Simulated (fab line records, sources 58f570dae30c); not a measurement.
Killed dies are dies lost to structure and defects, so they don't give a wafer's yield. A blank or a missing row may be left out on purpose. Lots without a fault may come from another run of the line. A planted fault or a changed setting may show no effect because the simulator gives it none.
fab line records | flow berkeley_cmos170
record lots=14 wafers=42 last_day=13
route steps=331 shown PLDD@153 SPACER@171 M2@287
lots that met no fault: from a run of the same line without faults
start_h: hours from the record's first day to the start of the lot's first wafer shown | wait_h: hours since the lot's step before | " the same as in the row above | L1.1+2: a row that stands for several wafers | - no value, or no start given | * or withheld: withheld | < > ~ a bound
route shown NAME@n: a module of which the file shows steps, and the number in the route of the first | usual: mean/standard deviation of fault-free wafers | same: alike in all rows | chamber/n: place in a boat | sites: the reading at each site | _std_site: their standard deviation | _edge_site: outer sites' mean less inner sites' | radius_mm: how far each site lies from the wafer's centre | mask NAME#n: copy n | behind: the tool/chamber that last shaped the wafer | hold: why the lot was held/for how many hours/how that ended | device: the transistor (n, p or np) that didn't switch | end of line: the same wafers' tests at the end of the route | a step without rows: its recipe alone | killed: dies lost to structure and defects at the first sort, not the wafer's yield | map: a wafer's dies, x killed, . not, _ none there
set.NAME: the setting as run; set.NAME@STEP: as run at that earlier step | model.NAME: the simulator's own value behind a step, which no gauge read
steps of the route over a sample of lots; a table a step, a row a wafer
services: from which hour (start_h, from the record's first day; less than 0 if before it) a tool's chamber was out of use, for how many hours, and why
## steps
# step UCB170_PLDD_IMPLANT_08
# recipe species=BF2 dose_cm2=5e+13 energy_kev=10 tilt_deg=7 rotation_deg=0
# usual dose_ions_cm2=5.001e+13/5.5e+10 faraday_current_uA=156/4.6 rotation_deg=0.000/0.019
# columns lot.wafer tool chamber start_h wait_h dose_ions_cm2 faraday_current_uA rotation_deg
L468.1 implanter-03 0 160.24 0.0 5.006e+13 160 -0.020
L468.3 " 0 " " 5.009e+13 163 -0.007
L468.4 " 0 " " 5.006e+13 155 -0.007
L469.1 implanter-04 0 161.60 0.0 5.013e+13 148 0.014
L469.2 " 0 " " 5.003e+13 149 0.015
L469.3 " 0 " " 4.997e+13 154 0.029
L471.1 implanter-03 0 164.83 0.0 5.004e+13 157 -0.018
L471.3 " 0 " " 5.004e+13 154 -0.013
L471.4 " 0 " " 5.005e+13 155 -0.027
L478.2 implanter-03 0 208.95 0.0 5.795e+13 185 -0.002
L478.4 " 0 " " 5.801e+13 186 0.004
L478.6 " 0 " " 5.794e+13 183 -0.011
L479.1 implanter-04 0 209.04 0.0 4.999e+13 154 0.003
L479.2 " 0 " " 4.998e+13 150 -0.029
L479.6 " 0 " " 4.996e+13 153 0.015
L477.2 implanter-03 0 209.31 0.0 5.796e+13 185 -0.040
L477.5 " 0 " " 5.785e+13 184 0.008
L477.6 " 0 " " 5.796e+13 182 -0.001
L483.1 implanter-02 0 241.32 0.0 4.999e+13 154 0.022
L483.2 " 0 " " 4.989e+13 154 0.016
L483.5 " 0 " " 5.001e+13 164 0.010
L484.2 implanter-04 0 241.38 0.0 4.995e+13 152 -0.029
L484.3 " 0 " " 4.994e+13 150 0.011
L484.4 " 0 " " 4.993e+13 152 0.044
L485.1 implanter-02 0 241.74 0.0 5.005e+13 160 0.012
L485.2 " 0 " " 5.002e+13 157 -0.009
L485.3 " 0 " " 5.005e+13 162 0.037
L487.1 implanter-04 0 258.11 0.0 5.001e+13 155 -0.009
L487.4 " 0 " " 4.998e+13 150 -0.012
L487.6 " 0 " " 5.008e+13 152 0.004
L490.2 implanter-02 0 258.29 0.1 5.004e+13 160 0.020
L490.3 " 0 " " 5e+13 162 -0.004
L490.4 " 0 " " 4.994e+13 161 -0.004
L489.1 implanter-04 0 258.41 0.1 4.995e+13 159 0.023
L489.4 " 0 " " 5.004e+13 151 -0.024
L489.5 " 0 " " 5.005e+13 154 -0.001
L488.1 implanter-04 0 258.71 0.1 4.993e+13 151 0.043
L488.4 " 0 " " 4.995e+13 152 0.010
L488.6 " 0 " " 4.992e+13 151 0.048
L491.3 implanter-04 0 275.18 0.1 4.992e+13 154 0.014
L491.4 " 0 " " 4.998e+13 150 0.017
L491.5 " 0 " " 4.999e+13 151 -0.005
# step UCB170_PLDD_TW_MEAS_11
# usual PLDD_TW=1005/5
# columns lot.wafer tool chamber start_h wait_h PLDD_TW
L468.1 film_metro-03 - 160.64 0.1 1012
L468.3 " - " " 1009
L468.4 " - " " 1009
L469.1 film_metro-03 - 162.00 0.1 1007
L469.2 " - " " 1017
L469.3 " - " " 1011
L471.1 film_metro-01 - 165.23 0.1 1006
L471.3 " - " " 1004
L471.4 " - " " 1002
L478.2 film_metro-01 - 209.33 0.1 1023
L478.4 " - " " 1028
L478.6 " - " " 1024
L479.1 film_metro-02 - 209.44 0.1 1005
L479.2 " - " " 1003
L479.6 " - " " 1003
L477.2 film_metro-01 - 209.69 0.1 1023
L477.5 " - " " 1022
L477.6 " - " " 1025
L483.1 film_metro-03 - 241.72 0.1 1012
L483.2 " - " " 1013
L483.5 " - " " 1005
L484.2 film_metro-01 - 241.79 0.1 1004
L484.3 " - " " 1002
L484.4 " - " " 1008
L485.1 film_metro-01 - 242.14 0.1 1005
L485.2 " - " " 1006
L485.3 " - " " 1000
L487.1 film_metro-03 - 258.51 0.1 1004
L487.4 " - " " 1010
L487.6 " - " " 1004
L490.2 film_metro-01 - 258.68 0.1 995
L490.3 " - " " 1006
L490.4 " - " " 1006
L489.1 film_metro-02 - 258.81 0.1 1007
L489.4 " - " " 1009
L489.5 " - " " 1010
L488.1 film_metro-03 - 259.11 0.1 1008
L488.4 " - " " 1004
L488.6 " - " " 1011
L491.3 film_metro-01 - 275.55 0.1 1000
L491.4 " - " " 1007
L491.5 " - " " 1000
# step UCB170_SPACER_CVD_00
# recipe material=SiO2 target_thk_nm=376 temp_c=390 precursor=TEOS/O2 time_s=47 rf_w=550 pressure_mtorr=9000
# usual heater_power_w=246/40 susceptor_temp_C=389.98/0.24
# columns lot.wafer tool chamber start_h wait_h heater_power_w susceptor_temp_C
L468.1 pecvd-01 2 163.75 0.0 218 390.15
L468.3 " 1 " " 181 390.05
L468.4 " 1 " " 196 389.76
L469.1 pecvd-02 0 165.00 0.0 203 390.15
L469.2 " 2 " " 237 390.11
L469.3 " 1 " " 271 389.65
L471.1 pecvd-03 0 167.10 0.0 261 389.71
L471.3 " 2 " " 203 390.06
L471.4 " 1 " " 249 390.04
L478.2 pecvd-01 0 211.63 0.0 258 390.02
L478.4 " 1 " " 172 390.31
L478.6 " 2 " " 182 390.10
L479.1 pecvd-03 1 211.63 0.0 272 390.27
L479.2 " 2 " " 167 390.05
L479.6 " 2 " " 186 390.00
L477.2 pecvd-02 2 211.81 0.0 277 389.76
L477.5 " 0 " " 280 390.00
L477.6 " 2 " " 283 389.81
L483.1 pecvd-02 2 243.97 0.0 272 389.90
L483.2 " 0 " " 235 389.57
L483.5 " 2 " " 282 389.84
L484.2 pecvd-03 2 244.16 0.0 225 389.96
L484.3 " 0 " " 271 390.19
L484.4 " 2 " " 153 389.84
L485.1 pecvd-01 1 244.54 0.0 178 390.77
L485.2 " 0 " " 239 389.76
L485.3 " 2 " " 252 389.50
L487.1 pecvd-01 2 260.69 0.0 225 389.92
L487.4 " 0 " " 222 390.36
L487.6 " 1 " " 225 390.18
L490.2 pecvd-02 0 260.99 0.0 202 390.02
L490.3 " 2 " " 283 389.63
L490.4 " 2 " " 286 389.52
L489.1 pecvd-03 0 261.28 0.0 324 389.83
L489.4 " 1 " " 215 390.27
L489.5 " 0 " " 343 389.88
L488.1 pecvd-01 1 261.76 0.0 257 389.90
L488.4 " 1 " " 255 389.85
L488.6 " 0 " " 211 389.91
L491.3 pecvd-03 0 277.65 0.0 358 390.05
L491.4 " 2 " " 225 390.74
L491.5 " 0 " " 351 390.05
# step UCB170_SDANNEAL_RS_MEAS_04
# recipe thk_meas_gauge=four-point-probe
# usual PLDD_RS=1031/3.1
# columns lot.wafer tool chamber start_h wait_h PLDD_RS[ohm/sq]
L468.1 film_metro-02 - 178.68 0.1 1030
L468.3 " - " " 1027
L468.4 " - " " 1027
L471.1 film_metro-02 - 179.16 0.1 1032
L471.3 " - " " 1032
L471.4 " - " " 1032
L469.1 film_metro-02 - 179.90 0.1 1027
L469.2 " - " " 1026
L469.3 " - " " 1029
L479.1 film_metro-03 - 224.91 0.1 1032
L479.2 " - " " 1031
L479.6 " - " " 1034
L478.2 film_metro-02 - 224.94 0.1 969
L478.4 " - " " 967
L478.6 " - " " 965
L477.2 film_metro-01 - 225.26 0.1 967
L477.5 " - " " 971
L477.6 " - " " 970
L484.2 film_metro-02 - 266.79 0.1 1029
L484.3 " - " " 1027
L484.4 " - " " 1029
L483.1 film_metro-03 - 266.97 0.1 1033
L483.2 " - " " 1034
L483.5 " - " " 1033
L485.1 film_metro-02 - 267.32 0.1 1026
L485.2 " - " " 1026
L485.3 " - " " 1030
L487.1 film_metro-02 - 274.18 0.1 1032
L487.4 " - " " 1030
L487.6 " - " " 1029
L489.1 film_metro-03 - 274.45 0.1 1026
L489.4 " - " " 1030
L489.5 " - " " 1028
L490.2 film_metro-01 - 274.64 0.1 1035
L490.3 " - " " 1035
L490.4 " - " " 1035
L488.1 film_metro-02 - 274.93 0.1 1027
L488.4 " - " " 1025
L488.6 " - " " 1026
L491.3 film_metro-02 - 295.06 0.1 1030
L491.4 " - " " 1034
L491.5 " - " " 1033
# step UCB170_M2_OVL_MEAS_16
# usual M2_OVL=1/4.7
# columns lot.wafer tool chamber start_h wait_h M2_OVL[nm]
L469.1 overlay-02 - 197.91 0.1 5
L469.2 " - " " 5
L469.3 " - " " 0
L468.1 overlay-02 - 198.03 0.1 -3
L468.3 " - " " 0
L468.4 " - " " 1
L471.1 overlay-01 - 198.60 0.1 7
L471.3 " - " " 5
L471.4 " - " " -1
L479.1 overlay-01 - 241.59 0.1 3
L479.2 " - " " 1
L479.6 " - " " 4
L478.2 overlay-02 - 241.87 0.1 1
L478.4 " - " " -2
L478.6 " - " " -7
L477.2 overlay-01 - 242.41 0.1 10
L477.5 " - " " 4
L477.6 " - " " 9
L484.2 overlay-02 - 290.46 0.1 0
L484.3 " - " " 3
L484.4 " - " " -3
L483.1 overlay-01 - 291.11 0.1 3
L483.2 " - " " 10
L483.5 " - " " 7
L485.1 overlay-01 - 291.84 0.1 -4
L485.2 " - " " 0
L485.3 " - " " -6
L487.1 overlay-02 - 295.56 0.1 9
L487.4 " - " " 2
L487.6 " - " " 7
L488.1 overlay-01 - 296.25 0.1 0
L488.4 " - " " -1
L488.6 " - " " 6
L490.2 overlay-02 - 299.88 0.1 0
L490.3 " - " " 2
L490.4 " - " " 6
L489.1 overlay-01 - 300.14 0.1 1
L489.4 " - " " -2
L489.5 " - " " 0
L491.3 overlay-01 - 311.95 0.1 6
L491.4 " - " " 5
L491.5 " - " " 9
# step UCB170_M2_STRIP_19
# recipe chemistry=O2 power_w=400 pressure_mtorr=3500 platen_temp_c=withheld o2_flow_sccm=400 overash_fraction=0.5
# usual drypump_motor_current_A=5.7/0.36 oes_product_au=0.543/0.017
# columns lot.wafer tool chamber start_h wait_h drypump_motor_current_A oes_product_au rf_hours_counter_h
L469.1 plasma_asher-02 1 198.17 0.1 5.7 0.548 8
L469.2 " 0 " " 6.0 0.518 8
L469.3 " 0 " " 6.0 0.554 -
L468.1 plasma_asher-01 0 198.29 0.1 5.8 0.539 45
L468.3 " 1 " " 6.1 0.542 -
L468.4 " 0 " " 5.8 0.571 -
L471.1 plasma_asher-01 1 198.93 0.2 6.2 0.515 45
L471.3 " 0 " " 5.8 0.522 -
L471.4 " 1 " " 6.2 0.547 -
L479.1 plasma_asher-01 0 241.86 0.1 5.8 0.553 50
L479.2 " 1 " " 6.1 0.555 50
L479.6 " 1 " " 6.1 0.561 -
L478.2 plasma_asher-02 0 242.13 0.1 6.1 0.511 14
L478.4 " 1 " " 5.7 0.513 -
L478.6 " 1 " " 5.7 0.511 -
L477.2 plasma_asher-04 1 242.67 0.1 5.4 0.536 47
L477.5 " 0 " " 5.1 0.530 -
L477.6 " 1 " " 5.4 0.530 -
L484.2 plasma_asher-04 0 290.72 0.1 5.1 0.570 51
L484.3 " 0 " " 5.1 0.555 -
L484.4 " 1 " " 5.4 0.564 -
L483.1 plasma_asher-02 0 291.38 0.1 6.0 0.561 19
L483.2 " 1 " " 5.7 0.554 19
L483.5 " 0 " " 6.0 0.557 -
L485.1 plasma_asher-04 0 292.10 0.1 5.1 0.541 51
L485.2 " 1 " " 5.4 0.518 51
L485.3 " 0 " " 5.2 0.524 -
L487.1 plasma_asher-04 0 295.83 0.1 5.1 0.552 51
L487.4 " 0 " " 5.1 0.557 -
L487.6 " 0 " " 5.1 0.564 -
L488.1 plasma_asher-02 0 296.51 0.1 6.0 0.539 20
L488.4 " 1 " " 5.7 0.552 -
L488.6 " 1 " " 5.7 0.548 -
L490.2 plasma_asher-02 1 300.14 0.1 5.7 0.560 20
L490.3 " 1 " " 5.7 0.541 -
L490.4 " 0 " " 6.0 0.575 -
L489.1 plasma_asher-04 0 300.40 0.1 5.1 0.539 52
L489.4 " 0 " " 5.1 0.512 -
L489.5 " 0 " " 5.1 0.540 -
L491.3 plasma_asher-04 1 312.24 0.1 5.4 0.552 -
L491.4 " 0 " " 5.1 0.526 -
L491.5 " 0 " " 5.1 0.537 -
## services
# columns tool chamber start_h hours kind
pecvd-03 - 139.41 0.9 repair
pecvd-02 0 149.50 - clean
pecvd-02 1 149.50 - clean
pecvd-02 2 149.50 - clean
plasma_asher-02 - 150.82 14.6 pm
implanter-03 - 168.03 6.2 pm
pecvd-03 - 169.85 0.6 repair
implanter-04 - 179.16 1.7 repair
pecvd-02 1 180.86 31.9 repair
implanter-03 - 188.33 4.4 repair
plasma_asher-04 - 195.78 6.0 repair
pecvd-02 - 219.19 14.6 pm
implanter-02 - 223.33 2.2 repair
implanter-03 - 224.59 0.9 repair
plasma_asher-04 - 231.39 4.7 repair
pecvd-03 0 232.12 6.2 repair
plasma_asher-02 - 252.43 1.0 repair
plasma_asher-04 - 254.25 15.7 repair
implanter-03 - 254.83 6.3 repair
implanter-04 - 284.12 3.2 repair
pecvd-01 - 288.60 1.8 repair
pecvd-03 - 296.12 1.3 repair
implanter-02 - 304.88 1.3 repair
pecvd-01 2 306.94 6.2 repair
## key
first_sign step=UCB170_PLDD_IMPLANT_08 reading=dose_ions_cm2 direction=up sigmas=99+ usual=5.001e+13 struck=5.795e+13
effect step=UCB170_PLDD_IMPLANT_08 reading=faraday_current_uA direction=up sigmas=6.1 usual=156 struck=184
effect step=UCB170_PLDD_TW_MEAS_11 reading=PLDD_TW direction=up sigmas=3.9 usual=1005 struck=1024
effect step=UCB170_SDANNEAL_RS_MEAS_04 reading=PLDD_RS direction=down sigmas=20 usual=1031 struck=968
met_at UCB170_PLDD_IMPLANT_08
struck_lots L477,L478
sort_left_out L477.2,L477.5,L477.6,L478.2,L478.4,L478.6
tester_left_out L477,L478
not_acting_at UCB170_SPACER_CVD_00,UCB170_M2_OVL_MEAS_16,UCB170_M2_STRIP_19
onset_between 164.83 208.95
fault kind=process_parameter_drift tool=implanter-03 chamber=- onset_h=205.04 steps=UCB170_PLDD_IMPLANT_08 channel=dose_cm2 offset=7.9686e+12 shape=step end_h=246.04 acts_in=these_recipes_only stated=5e+13
# tester_left_out: of these lots the tester's yield and bins aren't shown, on N5 and GAA mostly nor the transistor test; their killed dies are dies lost to structure and defects alone, not to doping, threshold or leakage, so they don't give the yield
# sort_left_out: the simulated sort isn't trusted on such a fault, so these wafers' sort isn't shown, and their yield isn't known
